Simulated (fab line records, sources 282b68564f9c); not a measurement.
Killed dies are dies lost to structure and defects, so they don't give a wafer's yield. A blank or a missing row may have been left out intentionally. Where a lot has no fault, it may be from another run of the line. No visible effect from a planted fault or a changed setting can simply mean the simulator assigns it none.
A sampling plan put to the test + flow rit cmos + 35 faults told of in these records, all on one fab line, each judged by the records of the lots it struck
The plan consists of the line's own looks: route steps at which the wafer is read by a gauge or an inspection but not changed. A look is open to judgement when struck wafers have a number at it and the file gives its usual mean and standard deviation on fault-free wafers. Caught: at a look after the fault's first step, the mean of the struck wafers lies 4 or more of those standard deviations (sigma) from the usual mean. On the tool: the fault's steps, tested the same way using the tool's own readings. A different recipe on the struck wafers counts as caught too, as does a record blank only for those wafers.

THE FAULTS, as the simulator had put them in
1. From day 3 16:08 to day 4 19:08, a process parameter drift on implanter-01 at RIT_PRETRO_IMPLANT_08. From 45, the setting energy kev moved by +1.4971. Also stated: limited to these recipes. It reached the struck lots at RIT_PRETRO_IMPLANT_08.
2. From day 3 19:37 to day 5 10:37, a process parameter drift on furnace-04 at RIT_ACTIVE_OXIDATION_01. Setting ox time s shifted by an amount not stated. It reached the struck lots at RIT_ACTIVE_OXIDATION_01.
3. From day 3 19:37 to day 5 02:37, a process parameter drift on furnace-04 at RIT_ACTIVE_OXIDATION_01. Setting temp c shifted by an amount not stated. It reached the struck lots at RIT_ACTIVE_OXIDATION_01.
4. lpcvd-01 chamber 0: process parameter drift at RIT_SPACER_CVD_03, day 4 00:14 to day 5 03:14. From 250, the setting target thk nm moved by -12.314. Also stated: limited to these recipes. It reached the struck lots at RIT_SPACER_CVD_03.
5. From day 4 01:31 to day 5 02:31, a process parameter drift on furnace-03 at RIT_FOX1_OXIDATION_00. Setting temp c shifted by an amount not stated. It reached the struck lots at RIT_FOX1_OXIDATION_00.
6. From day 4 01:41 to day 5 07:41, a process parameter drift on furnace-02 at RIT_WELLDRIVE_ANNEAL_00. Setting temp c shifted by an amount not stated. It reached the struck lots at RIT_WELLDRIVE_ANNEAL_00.
7. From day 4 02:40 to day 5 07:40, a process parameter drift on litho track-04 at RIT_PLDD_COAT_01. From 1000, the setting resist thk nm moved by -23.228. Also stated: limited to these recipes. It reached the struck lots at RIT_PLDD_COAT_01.
8. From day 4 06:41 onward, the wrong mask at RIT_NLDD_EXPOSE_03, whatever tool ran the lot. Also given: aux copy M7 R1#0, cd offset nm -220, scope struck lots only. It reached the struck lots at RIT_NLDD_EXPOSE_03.
9. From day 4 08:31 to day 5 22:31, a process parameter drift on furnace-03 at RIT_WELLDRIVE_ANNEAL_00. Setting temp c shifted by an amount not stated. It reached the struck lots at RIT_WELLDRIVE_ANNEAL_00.
10. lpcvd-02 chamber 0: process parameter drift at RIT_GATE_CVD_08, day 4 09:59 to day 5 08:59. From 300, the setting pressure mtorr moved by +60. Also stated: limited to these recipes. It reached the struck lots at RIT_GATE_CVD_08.
11. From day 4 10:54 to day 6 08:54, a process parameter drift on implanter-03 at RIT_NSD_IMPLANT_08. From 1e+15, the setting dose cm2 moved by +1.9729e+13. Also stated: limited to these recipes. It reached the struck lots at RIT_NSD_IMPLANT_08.
12. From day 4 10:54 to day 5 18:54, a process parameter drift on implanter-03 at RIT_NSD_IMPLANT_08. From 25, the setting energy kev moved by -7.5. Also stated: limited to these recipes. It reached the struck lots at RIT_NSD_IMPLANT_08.
13. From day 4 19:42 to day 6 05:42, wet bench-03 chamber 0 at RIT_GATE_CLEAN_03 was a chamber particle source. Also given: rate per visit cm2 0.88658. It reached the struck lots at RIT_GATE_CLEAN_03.
14. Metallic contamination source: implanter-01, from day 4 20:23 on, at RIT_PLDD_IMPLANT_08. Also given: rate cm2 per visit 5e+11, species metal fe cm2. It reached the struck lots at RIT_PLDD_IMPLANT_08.
15. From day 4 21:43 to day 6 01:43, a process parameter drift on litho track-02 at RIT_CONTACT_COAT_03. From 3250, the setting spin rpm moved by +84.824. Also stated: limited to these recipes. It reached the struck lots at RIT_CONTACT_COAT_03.
16. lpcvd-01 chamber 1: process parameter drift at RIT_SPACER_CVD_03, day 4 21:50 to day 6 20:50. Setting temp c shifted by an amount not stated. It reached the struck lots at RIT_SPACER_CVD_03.
17. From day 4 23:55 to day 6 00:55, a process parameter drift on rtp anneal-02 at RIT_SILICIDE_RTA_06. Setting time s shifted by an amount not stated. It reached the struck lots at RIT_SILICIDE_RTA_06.
18. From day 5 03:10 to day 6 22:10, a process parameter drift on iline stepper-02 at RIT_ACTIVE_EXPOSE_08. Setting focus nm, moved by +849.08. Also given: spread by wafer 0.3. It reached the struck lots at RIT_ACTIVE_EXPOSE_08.
19. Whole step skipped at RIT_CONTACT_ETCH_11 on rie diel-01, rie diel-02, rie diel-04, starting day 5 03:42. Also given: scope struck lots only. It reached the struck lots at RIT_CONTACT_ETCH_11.
20. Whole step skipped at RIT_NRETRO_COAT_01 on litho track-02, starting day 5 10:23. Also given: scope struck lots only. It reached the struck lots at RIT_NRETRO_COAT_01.
21. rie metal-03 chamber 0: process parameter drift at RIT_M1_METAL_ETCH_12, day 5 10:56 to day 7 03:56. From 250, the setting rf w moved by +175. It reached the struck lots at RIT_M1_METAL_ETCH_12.
22. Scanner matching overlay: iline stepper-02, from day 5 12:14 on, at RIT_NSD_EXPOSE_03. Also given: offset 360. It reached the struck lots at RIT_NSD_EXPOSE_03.
23. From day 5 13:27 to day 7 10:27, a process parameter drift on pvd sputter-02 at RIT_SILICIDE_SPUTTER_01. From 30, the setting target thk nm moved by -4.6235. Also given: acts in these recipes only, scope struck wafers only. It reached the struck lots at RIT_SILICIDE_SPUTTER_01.
24. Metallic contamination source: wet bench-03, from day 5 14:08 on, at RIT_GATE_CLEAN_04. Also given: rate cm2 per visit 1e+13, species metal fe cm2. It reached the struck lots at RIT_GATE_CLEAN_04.
25. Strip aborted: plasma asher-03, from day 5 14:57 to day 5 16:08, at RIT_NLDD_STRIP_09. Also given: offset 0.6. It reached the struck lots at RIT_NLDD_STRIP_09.
26. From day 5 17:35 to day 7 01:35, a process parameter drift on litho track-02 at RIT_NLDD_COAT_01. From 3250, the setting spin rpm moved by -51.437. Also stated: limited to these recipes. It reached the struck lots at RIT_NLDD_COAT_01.
27. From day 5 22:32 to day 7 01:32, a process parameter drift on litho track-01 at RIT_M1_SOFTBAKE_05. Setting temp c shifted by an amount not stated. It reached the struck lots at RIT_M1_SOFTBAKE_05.
28. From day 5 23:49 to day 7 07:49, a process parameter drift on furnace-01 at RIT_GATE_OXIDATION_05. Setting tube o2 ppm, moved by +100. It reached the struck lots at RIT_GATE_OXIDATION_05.
29. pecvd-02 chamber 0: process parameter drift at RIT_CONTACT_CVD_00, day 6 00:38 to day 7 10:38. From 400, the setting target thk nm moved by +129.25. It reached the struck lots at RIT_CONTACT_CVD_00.
30. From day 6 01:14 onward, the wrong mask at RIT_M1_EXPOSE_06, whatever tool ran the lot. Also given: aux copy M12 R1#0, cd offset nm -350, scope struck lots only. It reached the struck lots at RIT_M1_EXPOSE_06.
31. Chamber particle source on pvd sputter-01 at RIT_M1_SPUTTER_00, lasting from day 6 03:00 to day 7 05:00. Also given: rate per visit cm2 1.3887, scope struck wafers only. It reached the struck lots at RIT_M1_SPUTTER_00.
32. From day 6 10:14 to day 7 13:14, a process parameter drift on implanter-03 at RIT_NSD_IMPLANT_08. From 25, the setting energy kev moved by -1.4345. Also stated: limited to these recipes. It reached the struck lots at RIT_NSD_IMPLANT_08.
33. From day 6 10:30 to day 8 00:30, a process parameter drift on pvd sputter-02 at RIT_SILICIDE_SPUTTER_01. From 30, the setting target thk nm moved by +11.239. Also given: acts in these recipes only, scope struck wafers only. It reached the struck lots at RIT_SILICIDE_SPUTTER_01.
34. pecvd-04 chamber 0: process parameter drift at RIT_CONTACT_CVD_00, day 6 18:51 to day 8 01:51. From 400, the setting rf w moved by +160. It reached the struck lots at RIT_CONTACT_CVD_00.
35. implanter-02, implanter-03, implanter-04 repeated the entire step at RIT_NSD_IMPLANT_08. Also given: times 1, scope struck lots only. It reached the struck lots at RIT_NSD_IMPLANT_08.

WHAT THE PLAN SAW
| fault | on the tool itself                               | first look that catches it                      | reading, sigma                                          | median hours from its first step to that look | hours from the fault's start to the first struck lot there | judged looks passed uncaught |
|-------|--------------------------------------------------|-------------------------------------------------|---------------------------------------------------------|-----------------------------------------------|------------------------------------------------------------|------------------------------|
| 1     | beam energy keV +99 or beyond sigma              | no look after it can be judged                  | -                                                       | -                                             | -                                                          | 0                            |
| 2     | under 2 sigma                                    | RIT_ACTIVE_THK_MEAS_02                          | ACTIVE_OXIDE_THK -7.1                                   | 1.9                                           | 4                                                          | 0                            |
| 3     | tube center temp C -99 or beyond sigma           | RIT_ACTIVE_THK_MEAS_02                          | ACTIVE_OXIDE_THK -16                                    | 1.9                                           | 4                                                          | 0                            |
| 4     | under 2 sigma                                    | RIT_SPACER_THK_MEAS_04                          | SPACER_NITRIDE_THK -5.7                                 | 1.9                                           | 4                                                          | 0                            |
| 5     | tube center temp C -99 or beyond sigma           | RIT_FOX1_THK_MEAS_01                            | FOX1_OXIDE_THK -5.4                                     | 1.3                                           | 8                                                          | 0                            |
| 6     | tube center temp C +99 or beyond sigma           | RIT_WELLDRIVE_RS_MEAS_01                        | NWELL_RS -35                                            | 5.1                                           | 14                                                         | 0                            |
| 7     | no reading that can be judged                    | not the one look that can be judged after it    | -                                                       | -                                             | -                                                          | 1                            |
| 8     | under 2 sigma                                    | no look after it can be judged                  | -                                                       | -                                             | -                                                          | 0                            |
| 9     | tube center temp C +99 or beyond sigma           | RIT_WELLDRIVE_RS_MEAS_01                        | NWELL_RS -35                                            | 5.1                                           | 12                                                         | 0                            |
| 10    | pressure mtorr +94 sigma                         | RIT_GATE_THK_MEAS_09                            | GATE_POLY_THK +11                                       | 1.6                                           | 8                                                          | 0                            |
| 11    | dose ions cm2 +19 sigma                          | RIT_SDANNEAL_RS_MEAS_05                         | NSD_RS -4.8                                             | 2.4                                           | 7                                                          | 1                            |
| 12    | beam energy keV -99 or beyond sigma              | RIT_NSD_TW_MEAS_10                              | NSD_TW -5.0                                             | 0.3                                           | 5                                                          | 0                            |
| 13    | no reading that can be judged                    | none of the 2 looks that can be judged after it | -                                                       | -                                             | -                                                          | 2                            |
| 14    | no reading that can be judged                    | none of the 5 looks that can be judged after it | -                                                       | -                                             | -                                                          | 5                            |
| 15    | spin speed rpm +35 sigma                         | none of the 2 looks that can be judged after it | -                                                       | -                                             | -                                                          | 2                            |
| 16    | spike tc centre C +12 sigma                      | RIT_SPACER_THK_MEAS_04                          | SPACER_NITRIDE_THK +42                                  | 1.9                                           | 11                                                         | 0                            |
| 17    | under 2 sigma                                    | none of the 8 looks that can be judged after it | -                                                       | -                                             | -                                                          | 8                            |
| 18    | exposure dose mJ cm2 -34 sigma                   | RIT_ACTIVE_CD_MEAS_11                           | cd nm -18                                               | 0.4                                           | 10                                                         | 0                            |
| 19    | the tool's record is blank for the struck wafers | no look after it can be judged                  | -                                                       | -                                             | -                                                          | 0                            |
| 20    | the tool's record is blank for the struck wafers | RIT_PRETRO_TW_MEAS_10                           | PRETRO_TW +87                                           | 3.0                                           | 5                                                          | 0                            |
| 21    | rf fwd power W +99 or beyond sigma               | RIT_M1_CD_MEAS_90                               | cd nm -18                                               | 0.5                                           | 8                                                          | 0                            |
| 22    | no reading that can be judged                    | RIT_NSD_OVL_MEAS_06                             | NSD_OVL +99 or beyond                                   | 0.4                                           | 3                                                          | 0                            |
| 23    | under 2 sigma                                    | RIT_SILICIDE_RS_MEAS_02                         | SILICIDE_TI_RS +17                                      | 0.1                                           | 5                                                          | 0                            |
| 24    | no reading that can be judged                    | none of the 7 looks that can be judged after it | -                                                       | -                                             | -                                                          | 7                            |
| 25    | run length s -99 or beyond sigma                 | RIT_PLDD_TW_MEAS_10                             | PLDD_TW -72                                             | 1.7                                           | 3                                                          | 0                            |
| 26    | spin speed rpm -20 sigma                         | not the one look that can be judged after it    | -                                                       | -                                             | -                                                          | 1                            |
| 27    | heater power total W +24 sigma                   | not the one look that can be judged after it    | -                                                       | -                                             | -                                                          | 1                            |
| 28    | under 2 sigma                                    | none of the 3 looks that can be judged after it | strongest: GATE_OXIDE_THK at RIT_GATE_THK_MEAS_07, +2.9 | -                                             | -                                                          | 3                            |
| 29    | under 2 sigma                                    | RIT_CONTACT_THK_MEAS_01                         | CONTACT_TEOS_THK +24                                    | 0.1                                           | 20                                                         | 0                            |
| 30    | under 2 sigma                                    | RIT_M1_CD_MEAS_09                               | cd nm -99 or beyond                                     | 0.7                                           | 4                                                          | 0                            |
| 31    | under 2 sigma                                    | no look after it can be judged                  | -                                                       | -                                             | -                                                          | 0                            |
| 32    | beam energy keV -99 or beyond sigma              | no look after it can be judged                  | -                                                       | -                                             | -                                                          | 0                            |
| 33    | under 2 sigma                                    | RIT_SILICIDE_RS_MEAS_02                         | SILICIDE_TI_RS -23                                      | 0.2                                           | 15                                                         | 0                            |
| 34    | rf fwd power W +99 or beyond sigma               | RIT_CONTACT_THK_MEAS_01                         | CONTACT_TEOS_THK +7.9                                   | 0.1                                           | 7                                                          | 0                            |
| 35    | no reading that can be judged                    | RIT_NSD_TW_MEAS_10                              | NSD_TW +9.7                                             | 0.7                                           | -                                                          | 0                            |
A dash: the fault is not caught, or the number is missing from these records.

Caught at a look: 21 of 35. Caught on the tool: 19 of 35. By one or the other: 27 of 35.
Faults 1, 15, 19, 26, 27, 32 were caught on the tool alone.
Caught at a look alone: faults 2, 4, 22, 23, 29, 30, 33, 35.
Caught by neither: faults 7, 8, 13, 14, 17, 24, 28, 31.

THINNER SAMPLING
Were the look that catches a fault to measure just every second or every third lot (counted by lot number), the first struck lot would, at worst, be measured this late:
| fault | struck lots at that look, in order of time | every lot | every second lot | every third lot |
|-------|--------------------------------------------|-----------|------------------|-----------------|
| 2     | L725, L726, L729                           | 4 h       | 9 h              | may miss all 3  |
| 3     | L702, L703                                 | 4 h       | 9 h              | may miss all 2  |
| 4     | L408                                       | 4 h       | may miss it      | may miss it     |
| 5     | L267, L270                                 | 8 h       | 23 h             | may miss all 2  |
| 6     | L879, L881                                 | 14 h      | may miss all 2   | may miss all 2  |
| 9     | L699, L704                                 | 12 h      | 37 h             | may miss all 2  |
| 10    | L758, L760                                 | 8 h       | may miss all 2   | may miss all 2  |
| 11    | L768, L770                                 | 7 h       | may miss all 2   | may miss all 2  |
| 12    | L462, L464                                 | 5 h       | may miss all 2   | may miss all 2  |
| 16    | L941                                       | 11 h      | may miss it      | may miss it     |
| 18    | L680                                       | 10 h      | may miss it      | may miss it     |
| 20    | L525, L526                                 | 5 h       | 10 h             | may miss all 2  |
| 21    | L608, L611                                 | 8 h       | 24 h             | may miss all 2  |
| 22    | L562, L563, L569                           | 3 h       | 9 h              | may miss all 3  |
| 23    | L109                                       | 5 h       | may miss it      | may miss it     |
| 25    | L190                                       | 3 h       | may miss it      | may miss it     |
| 29    | L154                                       | 20 h      | may miss it      | may miss it     |
| 30    | L986                                       | 4 h       | may miss it      | may miss it     |
| 33    | L701                                       | 15 h      | may miss it      | may miss it     |
| 34    | L955, L958                                 | 7 h       | 23 h             | may miss all 2  |
Hours count from the start of the fault until the first struck lot that is measured. Since the struck wafers were tested as one group against 4 sigma, a single lot by itself may lie under the limit. Other struck lots may not be in these records.

THE LONGEST TIMED WAY FROM STEP TO LOOK
In fault 6, a median of 5.1 hours elapses between RIT_WELLDRIVE_ANNEAL_00 and RIT_WELLDRIVE_RS_MEAS_01. No look between them can be judged.
